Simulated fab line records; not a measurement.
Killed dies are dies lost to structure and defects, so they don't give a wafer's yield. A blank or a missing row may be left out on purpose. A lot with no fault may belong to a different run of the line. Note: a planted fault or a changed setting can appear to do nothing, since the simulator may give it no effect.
Split-lot study	flow rit_cmos	23 wafers read across 5 lots, on a route 202 steps long

THE SPLIT ITSELF
At RIT_NSD_COAT_01 (resist thk 1000 nm), the setting resist_thk_nm was moved away from the recipe's 1000 nm on 7 of the 23 wafers read, by -2.8% to +3.4%. This setting was run at the recipe's value on the other wafers.

The split's own step is where the reading is taken.

THE READING
NOVOLAK_of_NSD_COAT_01.thk_nm (the simulator's own value, which no gauge read), in nm, at RIT_NSD_COAT_01 (resist thk 1000 nm). No usual value for it is given in the file. Here, 16 wafers ran the recipe; their average is 1001.7 nm with a standard deviation of 2.6 nm.

wafer	tool, chamber at the split	resist_thk_nm as run, nm	against the recipe	NOVOLAK_of_NSD_COAT_01.thk_nm, nm	against lot-mates on the recipe
L074.1	litho_track-01, 0	1000	recipe	1004	-
L074.2	litho_track-01, 0	1000	recipe	1002	-
L074.4	litho_track-01, 0	1000	recipe	1001	-
L074.6	litho_track-01, 0	1000	recipe	1001	-
L074.5	litho_track-01, 0	1000	recipe	1003	-
L075.3	litho_track-02, 0	1000	recipe	999.9	-
L075.4	litho_track-02, 0	1000	recipe	1002	-
L075.5	litho_track-02, 0	1000	recipe	998.8	-
L078.1	litho_track-03, 0	1000	recipe	999.1	-
L078.2	litho_track-03, 0	1000	recipe	1000	-
L078.3	litho_track-03, 0	971.6	-2.8%	971.9	-27.6
L078.4	litho_track-03, 0	971.6	-2.8%	971	-28.5
L078.5	litho_track-03, 0	971.6	-2.8%	971	-28.5
L079.1	litho_track-02, 0	1000	recipe	998.7	-
L079.2	litho_track-02, 0	1000	recipe	999.4	-
L079.3	litho_track-02, 0	1000	recipe	1001	-
L079.4	litho_track-02, 0	1025	+2.5%	1023	+23.3
L079.6	litho_track-02, 0	1025	+2.5%	1023	+23.3
L081.1	litho_track-01, 0	1000	recipe	1004	-
L081.2	litho_track-01, 0	1000	recipe	1008	-
L081.3	litho_track-01, 0	1000	recipe	1006	-
L081.4	litho_track-01, 0	1034	+3.4%	1039	+33.0
L081.5	litho_track-01, 0	1034	+3.4%	1041	+35.0

FIT RESULTS
A straight line over all 23 wafers: NOVOLAK_of_NSD_COAT_01.thk_nm changes by +10.5 nm for each +1% of resist_thk_nm; r = +0.99; the points scatter about the line by 2.9 nm.
The same after taking each lot's own level away (the mean of its wafers on the recipe; 23 wafers): +9.84 nm for each +1%; r = +1.00; scatter 1.2 nm.
Per that fit: largest resist_thk_nm move, reading shift of 33 nm.
From 999.55 to 1006.00 nm: that is the span of the lots' own levels, equal to 2.5 times the standard deviation above.
Hence the lot-to-lot level has little effect on the slope; both slopes agree.
Check: for one of the wafers moved furthest among these (+3.4%), held out of the fit, the line's prediction against its lot-mates is +33.5 nm. Against them it came out at +33 nm.

FILE'S OWN FIT
NOVOLAK_of_NSD_COAT_01.thk_nm changes by +9.84 nm for each +1% of resist_thk_nm, r = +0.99.
